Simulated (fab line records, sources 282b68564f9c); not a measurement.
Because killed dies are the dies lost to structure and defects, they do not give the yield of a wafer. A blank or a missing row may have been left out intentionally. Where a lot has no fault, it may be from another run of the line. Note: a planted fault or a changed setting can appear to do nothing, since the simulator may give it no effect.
Which of the tools did it? || flow ritCmos || 13 lots, 39 wafers sampled, at 3 steps of a route of 202

== WHAT EACH GAUGE READ, for each wafer ==
RIT_CONTACT_OVL_MEAS_09.
{"lot": "L812", "measured": "day 3 17:26", "on": "overlay-01", "CONTACT_OVL (nm)": "3.2 3.0 1.9"}
{"lot": "L816", "measured": "day 4 09:32", "on": "overlay-02", "CONTACT_OVL (nm)": "3.2 3.5 1.4"}
{"lot": "L817", "measured": "day 4 14:03", "on": "overlay-02", "CONTACT_OVL (nm)": "1.5 2.7 2.1"}
{"lot": "L823", "measured": "day 5 17:26", "on": "overlay-01", "CONTACT_OVL (nm)": "0.7 -0.2 1.5"}
{"lot": "L824", "measured": "day 6 02:54", "on": "overlay-02", "CONTACT_OVL (nm)": "0.2 1.8 -0.6"}
{"lot": "L825", "measured": "day 6 04:44", "on": "overlay-01", "CONTACT_OVL (nm)": "-0.8 -1.6 -1.3"}
{"lot": "L827", "measured": "day 6 14:06", "on": "overlay-01", "CONTACT_OVL (nm)": "1.0 0.6 0.1"}
{"lot": "L828", "measured": "day 6 21:45", "on": "overlay-01", "CONTACT_OVL (nm)": "0.4 0.7 0.2"}
{"lot": "L829", "measured": "day 7 01:17", "on": "overlay-02", "CONTACT_OVL (nm)": "-0.3 0.1 2.4"}
{"lot": "L830", "measured": "day 7 07:44", "on": "overlay-01", "CONTACT_OVL (nm)": "0.5 2.4 1.9"}
{"lot": "L831", "measured": "day 7 09:37", "on": "overlay-02", "CONTACT_OVL (nm)": "-1.4 -0.5 2.4"}
{"lot": "L833", "measured": "day 8 00:07", "on": "overlay-02", "CONTACT_OVL (nm)": "1.5 -0.4 0.1"}
{"lot": "L834", "measured": "day 8 03:37", "on": "overlay-01", "CONTACT_OVL (nm)": "0.5 0.9 0.9"}

RIT_M1_OVL_MEAS_10.
{"lot": "L812", "measured": "day 3 20:09", "on": "overlay-02", "M1_OVL (nm)": "-2.5 -0.6 -2.0"}
{"lot": "L816", "measured": "day 4 12:02", "on": "overlay-01", "M1_OVL (nm)": "1.3 1.4 0.3"}
{"lot": "L817", "measured": "day 4 16:34", "on": "overlay-02", "M1_OVL (nm)": "-0.8 1.1 2.6"}
{"lot": "L823", "measured": "day 5 20:16", "on": "overlay-02", "M1_OVL (nm)": "-1.1 -1.0 -1.8"}
{"lot": "L824", "measured": "day 6 05:44", "on": "overlay-02", "M1_OVL (nm)": "-1.5 -0.9 -2.5"}
{"lot": "L825", "measured": "day 6 07:27", "on": "overlay-02", "M1_OVL (nm)": "-1.0 0.1 0.2"}
{"lot": "L827", "measured": "day 6 16:49", "on": "overlay-01", "M1_OVL (nm)": "0.2 0.3 0.0"}
{"lot": "L828", "measured": "day 7 00:57", "on": "overlay-01", "M1_OVL (nm)": "-0.5 -0.3 -1.8"}
{"lot": "L829", "measured": "day 7 03:49", "on": "overlay-01", "M1_OVL (nm)": "-1.4 0.1 0.1"}
{"lot": "L830", "measured": "day 7 10:22", "on": "overlay-02", "M1_OVL (nm)": "0.9 -0.8 1.4"}
{"lot": "L831", "measured": "day 7 12:10", "on": "overlay-02", "M1_OVL (nm)": "-1.3 0.0 -2.6"}
{"lot": "L833", "measured": "day 8 02:45", "on": "overlay-01", "M1_OVL (nm)": "-2.3 -1.3 1.7"}
{"lot": "L834", "measured": "day 8 06:08", "on": "overlay-01", "M1_OVL (nm)": "0.7 0.5 0.4"}

== TOOL THAT RAN EACH LOT (tool first, then ch and the chambers of the sampled wafers, then the start) ==
{"lot": "L812", "RIT_NLDD_EXPOSE_03": "ilineStepper-01 ch 0, day 3 03:33"}
{"lot": "L816", "RIT_NLDD_EXPOSE_03": "ilineStepper-01 ch 0, day 3 22:44"}
{"lot": "L817", "RIT_NLDD_EXPOSE_03": "ilineStepper-02 ch 0, day 4 03:16"}
{"lot": "L823", "RIT_NLDD_EXPOSE_03": "ilineStepper-01 ch 0, day 5 06:35"}
{"lot": "L824", "RIT_NLDD_EXPOSE_03": "ilineStepper-02 ch 0, day 5 15:44"}
{"lot": "L825", "RIT_NLDD_EXPOSE_03": "ilineStepper-02 ch 0, day 5 18:00"}
{"lot": "L827", "RIT_NLDD_EXPOSE_03": "ilineStepper-01 ch 0, day 6 03:17"}
{"lot": "L828", "RIT_NLDD_EXPOSE_03": "ilineStepper-01 ch 0, day 6 10:54"}
{"lot": "L829", "RIT_NLDD_EXPOSE_03": "ilineStepper-01 ch 0, day 6 13:01"}
{"lot": "L830", "RIT_NLDD_EXPOSE_03": "ilineStepper-01 ch 0, day 6 20:49"}
{"lot": "L831", "RIT_NLDD_EXPOSE_03": "ilineStepper-02 ch 0, day 6 22:40"}
{"lot": "L833", "RIT_NLDD_EXPOSE_03": "ilineStepper-01 ch 0, day 7 12:38"}
{"lot": "L834", "RIT_NLDD_EXPOSE_03": "ilineStepper-02 ch 0, day 7 16:49"}
- RIT_NLDD_EXPOSE_03: exposes mask M7, target cd 40700 nm.

== WHAT THE TOOLS THEMSELVES READ (means of the sampled wafers that have a number; where no wafer has one, the mark that the record gives instead) ==
RIT_NLDD_EXPOSE_03.
{"lot": "L812", "tool": "ilineStepper-01", "stageVelMmS (mm/s)": 500.16}
{"lot": "L816", "tool": "ilineStepper-01", "stageVelMmS (mm/s)": 499.95}
{"lot": "L817", "tool": "ilineStepper-02", "stageVelMmS (mm/s)": 499.89}
{"lot": "L823", "tool": "ilineStepper-01", "stageVelMmS (mm/s)": 500.07}
{"lot": "L824", "tool": "ilineStepper-02", "stageVelMmS (mm/s)": 499.77}
{"lot": "L825", "tool": "ilineStepper-02", "stageVelMmS (mm/s)": 499.98}
{"lot": "L827", "tool": "ilineStepper-01", "stageVelMmS (mm/s)": 499.90}
{"lot": "L828", "tool": "ilineStepper-01", "stageVelMmS (mm/s)": 500.00}
{"lot": "L829", "tool": "ilineStepper-01", "stageVelMmS (mm/s)": 500.07}
{"lot": "L830", "tool": "ilineStepper-01", "stageVelMmS (mm/s)": 500.00}
{"lot": "L831", "tool": "ilineStepper-02", "stageVelMmS (mm/s)": 500.09}
{"lot": "L833", "tool": "ilineStepper-01", "stageVelMmS (mm/s)": 500.22}
{"lot": "L834", "tool": "ilineStepper-02", "stageVelMmS (mm/s)": 499.70}

== THE ANSWER, worked out from the rows above alone ==
Rule: what is usual is taken from the lots themselves. The widest of any qualifying gaps counts: lots, ordered by their means at a reading, are off when they make up no more than a third of the lots, leave a main group of 4 or more, and stand apart from it by 3 or more times the standard deviation of that group's means. A main group whose means are all the same, to the digits that the tables above print for the reading, isn't used. A lot without any number at a reading at which 4 lots or more have one is off too. Where the step has rows for the other lots, those lots are counted as sound. The gauges are gone through in route order, then the tools' own readings, and for those a lot's mean is taken as printed above. At the first step where some lot is off, the reading lying furthest off is the one used; lots without a number count as furthest.
No lot is off on any of the readings shown, so nothing can be concluded from this.

== WHAT THE SIMULATOR HAD PUT IN ==
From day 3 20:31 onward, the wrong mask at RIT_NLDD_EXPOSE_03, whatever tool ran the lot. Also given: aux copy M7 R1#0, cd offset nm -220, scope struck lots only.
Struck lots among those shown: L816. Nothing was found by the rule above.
